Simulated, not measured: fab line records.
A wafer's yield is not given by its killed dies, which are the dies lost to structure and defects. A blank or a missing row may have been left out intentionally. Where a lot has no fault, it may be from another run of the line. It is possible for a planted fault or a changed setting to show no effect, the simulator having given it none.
A lot that was struck, set against a sound lot ; flow ritCmos ; 18 out of 202 route steps
Sound: these wafers, L925.1, L925.3, L925.4. Wafers struck: L936.2, L936.3, L936.4. At the end, the cause is stated.
For every step that has rows: the tool of each side, followed by ch and its chambers, followed by its first start. Under that, the readings that differ: sound wafers ; struck wafers ; difference of the means ; sigmas: that difference in standard deviations of wafers without a fault.
alike: readings with means less than 2 such deviations apart, plus words and numbers identical on both sides. not compared: withheld readings, readings lacking a value on some wafer, bounds such as >300 that could conceal the same value, and numbers that have no deviation in the record and whose values overlap.
A row with sigmas, a row that says differs or no value, or rows on one side alone: a step with any of these is where the two part. Non-overlapping numbers with no deviation appear without sigmas and do not part them. A reading missing from all wafers of one side parts the sides only when that side holds two or more wafers.

first, 4 steps without rows for these wafers: RIT_NLDD_SOFTBAKE_02 (time 60 s); RIT_NLDD_EXPOSE_03 (exposes mask M7, target cd 40700 nm); RIT_NLDD_PEB_04; RIT_NLDD_DEVELOP_05 (develop time 50 s).
RIT_NLDD_OVL_MEAS_06:
  sound on overlay-02, day 4 06:07; struck on overlay-01, day 6 10:44
  alike: NLDD_OVL
then, 2 steps without rows for these wafers: RIT_NLDD_HARDBAKE_07 (time 60 s); RIT_NLDD_IMPLANT_08.
RIT_NLDD_STRIP_09: strips in O2, time 180 s.
  sound on plasmaAsher-04 ch 0,1, day 4 06:27; struck on plasmaAsher-03 ch 0,1, day 6 11:04
  alike: drypumpMotorCurrentA
  not compared: rfHoursCounterH
RIT_NLDD_TW_MEAS_10:
  sound on filmMetro-02, day 4 06:37; struck on filmMetro-01, day 6 11:16
  alike: NLDD_TW
then, 3 steps without rows for these wafers: RIT_PLDD_HMDS_00 (prime time 60 s); RIT_PLDD_COAT_01 (resist thk 1000 nm); RIT_PLDD_SOFTBAKE_02 (time 60 s).
RIT_PLDD_EXPOSE_03: exposes mask M8, target cd 40900 nm.
  sound on ilineStepper-02 ch 0, day 4 07:16; struck on ilineStepper-02 ch 0, day 6 11:54
reading;sound;struck;difference;sigmas
model.PLDD.overlayXNm (nm);0.7349 0.7349 0.7349;240.1 240.1 240.1;+239.4;
  alike: mask
then, 2 steps without rows for these wafers: RIT_PLDD_PEB_04; RIT_PLDD_DEVELOP_05 (develop time 50 s).
RIT_PLDD_OVL_MEAS_06:
  sound on overlay-02, day 4 07:40; struck on overlay-01, day 6 12:17
reading;sound;struck;difference;sigmas
PLDD_OVL (nm);1.4 2.5 1.3;243.0 242.7 240.6;+240.4;+99 or more
then, 1 step without rows for these wafers: RIT_PLDD_HARDBAKE_07 (time 60 s).
RIT_M1_PROBE_99:
  sound on prober-02, day 4 23:32; struck on prober-01, day 7 02:23
reading;sound;struck;difference;sigmas
model.etest.pldd.widthNm (nm);3250 3248 3242;3035 3048 3038;-206;
  alike: killed_at_M0_to_M3, killedAtFrontEnd, killedDies, killedOpen, killedShort

WHERE THEY PART
RIT_PLDD_OVL_MEAS_06 only, going by this record. Later steps at which nothing parts them and some readings are alike: RIT_M1_PROBE_99.

WHY: what had been put in by the simulator
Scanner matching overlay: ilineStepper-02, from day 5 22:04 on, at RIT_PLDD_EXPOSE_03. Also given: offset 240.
